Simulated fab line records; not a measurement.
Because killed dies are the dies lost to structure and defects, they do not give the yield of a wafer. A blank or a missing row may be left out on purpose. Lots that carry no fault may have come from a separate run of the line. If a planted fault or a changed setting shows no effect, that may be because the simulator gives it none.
A struck lot beside a sound one -- flow berkeley cmos170 -- 18 out of 331 route steps
Sound: the wafers L136.2, L136.4, L136.6. Struck: wafers L148.3, L148.4, L148.5. The cause comes at the end.
Order at every step that has rows: each side's tool, ch and its chambers, its first start. Under that, the readings that differ: sound wafers -- struck wafers -- difference of the means -- sigmas: that difference in standard deviations of wafers without a fault.
alike: readings with means less than 2 such deviations apart, plus words and numbers identical on both sides. not compared: withheld readings, readings lacking a value on some wafer, bounds such as >300 that could conceal the same value, and numbers that have no deviation in the record and whose values overlap.
A row with sigmas, a row that says differs or no value, or rows on one side alone: a step with any of these is where the two part. Non-overlapping numbers with no deviation appear without sigmas and do not part them. A reading missing from all wafers of one side parts the sides only when that side holds two or more wafers.

UCB170_NSD_CD_MEAS_06 targets a cd of 1200 nm.
  sound: cd sem-02 at day 7 13:05; struck: cd sem-02 at day 9 11:16
reading,sound,struck,difference,sigmas
cd nm (nm),1202.9 1203.1 1202.5,1198.8 1199.1 1200.4,-3.4,-2
UCB170_NSD_OVL_MEAS_07:
  sound: overlay-02 at day 7 13:11; struck: overlay-01 at day 9 11:22
  alike: NSD_OVL
then, 1 step without rows for these wafers: UCB170_NSD_IMPLANT_08.
UCB170_NSD_STRIP_09: strips in O2.
  sound on plasma asher-01 ch 0,1, day 7 13:22; struck on plasma asher-02 ch 0,1, day 9 11:34
  alike: drypump motor current A, oes product au, strip time to endpoint s
  not compared: rf hours counter h
UCB170_NSD_TW_MEAS_10:
  sound: film metro-04 at day 7 13:29; struck: film metro-01 at day 9 11:40
  alike: NSD_TW
then, 4 steps without rows for these wafers: UCB170_NSD_CLEAN_11 (cleans in SPM, time 600 s); UCB170_BACKSIDE_HMDS_00 (prime time 60 s); UCB170_BACKSIDE_COAT_01 (resist thk 900 nm); UCB170_BACKSIDE_SOFTBAKE_02 (time 60 s).
UCB170_BACKSIDE_STRIP_03: strips in O2.
  sound on plasma asher-01 ch 0,1, day 7 15:07; struck on plasma asher-03 ch 0,1, day 9 12:46
  alike: drypump motor current A, oes product au, strip time to endpoint s
  not compared: rf hours counter h
then, 1 step without rows for these wafers: UCB170_BACKSIDE_CLEAN_04 (cleans in SPM, time 600 s).
UCB170_SDANNEAL_RTA_00: time 10 s.
  sound on rtp anneal-01 ch 0, day 7 16:43; struck on rtp anneal-02 ch 0, day 9 13:03
reading,sound,struck,difference,sigmas
lamp power pct (%),20.69 20.67 20.66,21.11 21.09 21.11,+0.43,+2
  alike: wafer_temp_C_max
UCB170_SDANNEAL_RTA_01: time 5 s.
  sound on rtp anneal-01 ch 0, day 7 16:46; struck on rtp anneal-02 ch 0, day 9 13:07
reading,sound,struck,difference,sigmas
lamp power pct (%),31.9 32.0 31.9,34.7 34.7 34.7,+2.8,+9
wafer_temp_C_max,1052.6 1053.5 1053.5,1079.1 1079.1 1079.4,+26.0,+26
UCB170_SDANNEAL_RS_MEAS_02: uses a four-point probe to measure.
  sound: film metro-04 at day 7 16:50; struck: film metro-03 at day 9 13:33
reading,sound,struck,difference,sigmas
PSD_RS (ohm/sq),75.2 74.9 75.3,65.6 65.5 65.6,-9.6,-31
  not compared: hold
UCB170_SDANNEAL_RS_MEAS_03: uses a four-point probe to measure.
  sound: film metro-04 at day 7 16:58; struck: film metro-03 at day 9 15:30
reading,sound,struck,difference,sigmas
NSD_RS (ohm/sq),37.19 37.28 37.27,35.72 35.66 35.68,-1.56,-23
  not compared: hold
UCB170_SDANNEAL_RS_MEAS_04: uses a four-point probe to measure.
  sound: film metro-04 at day 7 17:05; struck: film metro-03 at day 9 20:01
reading,sound,struck,difference,sigmas
PLDD_RS (ohm/sq),1032.0 1034.4 1030.4,1011.4 1009.4 1014.2,-20.6,-10
  not compared: hold
UCB170_SDANNEAL_RS_MEAS_05: uses a four-point probe to measure.
  sound: film metro-04 at day 7 17:12; struck: film metro-03 at day 9 23:23
reading,sound,struck,difference,sigmas
hold,- - -,await dispo/3.3h/release await dispo/3.3h/release await dispo/3.3h/release,no value on the sound wafers,
  alike: NLDD_RS
UCB170_M3_PROBE_99:
  record: rows for the struck wafers here (prober-02, day 10 20:58), none for the sound ones

## WHERE THEY PART
At UCB170_NSD_CD_MEAS_06 first; at UCB170_M3_PROBE_99 last (within this record only).

WHY: what had been put in by the simulator
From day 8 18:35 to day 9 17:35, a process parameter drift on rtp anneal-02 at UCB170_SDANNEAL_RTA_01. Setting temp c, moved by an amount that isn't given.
